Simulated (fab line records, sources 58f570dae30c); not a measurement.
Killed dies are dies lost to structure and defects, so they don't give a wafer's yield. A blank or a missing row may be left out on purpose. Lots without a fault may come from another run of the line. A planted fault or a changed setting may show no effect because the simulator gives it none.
Split-lot experiment | flow berkeley_cmos170 | 5 lots, 23 wafers read, on a route of 331 steps

THE SPLIT
At UCB170_START_OXIDATION_02 (target thk 20 nm, ox time 1800 s), the setting temp_c was moved away from the recipe's 950 C on 15 of the 23 wafers read, by +1.7% to +2.0%. The other wafers ran this setting at the recipe's value.

The file shows no step between the split and the reading.

THE READING
START_OXIDE_THK, in nm, at UCB170_START_THK_MEAS_03. Fault-free wafers of this fab line usually give 19.9 nm, standard deviation 0.33 nm.

wafer  | tool, chamber at the split | temp_c as run, C | against the recipe | START_OXIDE_THK, nm | against lot-mates on the recipe
L075.2 | -, -                       | 950              | recipe             | 19.8                | -
L075.3 | -, -                       | 950              | recipe             | 19.9                | -
L075.4 | -, -                       | 950              | recipe             | 19.4                | -
L075.5 | -, -                       | 950              | recipe             | 19.4                | -
L075.6 | -, -                       | 950              | recipe             | 19.6                | -
L080.2 | -, -                       | 968.3            | +1.9%              | 23.7                | no lot-mate on the recipe
L080.3 | -, -                       | 968.3            | +1.9%              | 23.8                | no lot-mate on the recipe
L080.4 | -, -                       | 968.3            | +1.9%              | 23.6                | no lot-mate on the recipe
L080.5 | -, -                       | 968.3            | +1.9%              | 23.6                | no lot-mate on the recipe
L080.6 | -, -                       | 968.3            | +1.9%              | 23.4                | no lot-mate on the recipe
L081.1 | -, -                       | 965.8            | +1.7%              | 23.7                | no lot-mate on the recipe
L081.2 | -, -                       | 965.8            | +1.7%              | 23.4                | no lot-mate on the recipe
L081.3 | -, -                       | 965.8            | +1.7%              | 23.7                | no lot-mate on the recipe
L081.4 | -, -                       | 965.8            | +1.7%              | 23.4                | no lot-mate on the recipe
L081.5 | -, -                       | 965.8            | +1.7%              | 23.6                | no lot-mate on the recipe
L084.1 | furnace-04, 0              | 950              | recipe             | 19.6                | -
L084.4 | furnace-04, 0              | 950              | recipe             | 19.5                | -
L084.5 | furnace-04, 0              | 950              | recipe             | 19.5                | -
L085.1 | -, -                       | 969              | +2.0%              | 23.6                | no lot-mate on the recipe
L085.2 | -, -                       | 969              | +2.0%              | 23.9                | no lot-mate on the recipe
L085.3 | -, -                       | 969              | +2.0%              | 23.6                | no lot-mate on the recipe
L085.4 | -, -                       | 969              | +2.0%              | 23.7                | no lot-mate on the recipe
L085.6 | -, -                       | 969              | +2.0%              | 23.7                | no lot-mate on the recipe

THE FIT
A straight line over all 23 wafers: START_OXIDE_THK changes by +2.14 nm for each +1% of temp_c; r = +0.99; the points scatter about the line by 0.27 nm.
Too few moved wafers have a lot-mate on the recipe to fit a line with each lot's own level taken away.

THE WHOLE CHAIN: every reading that the file lists as answering this split, in the file's order
step                      | what it does                     | reading                                                                            | change (the file's fit)              | r (the file's)
UCB170_START_OXIDATION_02 | target thk 20 nm, ox time 1800 s | SiO2_of_START_OXIDATION_02.thk_nm (the simulator's own value, which no gauge read) | +2.14 nm for each +1% of the setting | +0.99
UCB170_START_THK_MEAS_03  |                                  | START_OXIDE_THK                                                                    | +2.14 for each +1% of the setting    | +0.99

THE FILE'S OWN FIT
START_OXIDE_THK changes by +2.14 nm for each +1% of temp_c, r = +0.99.
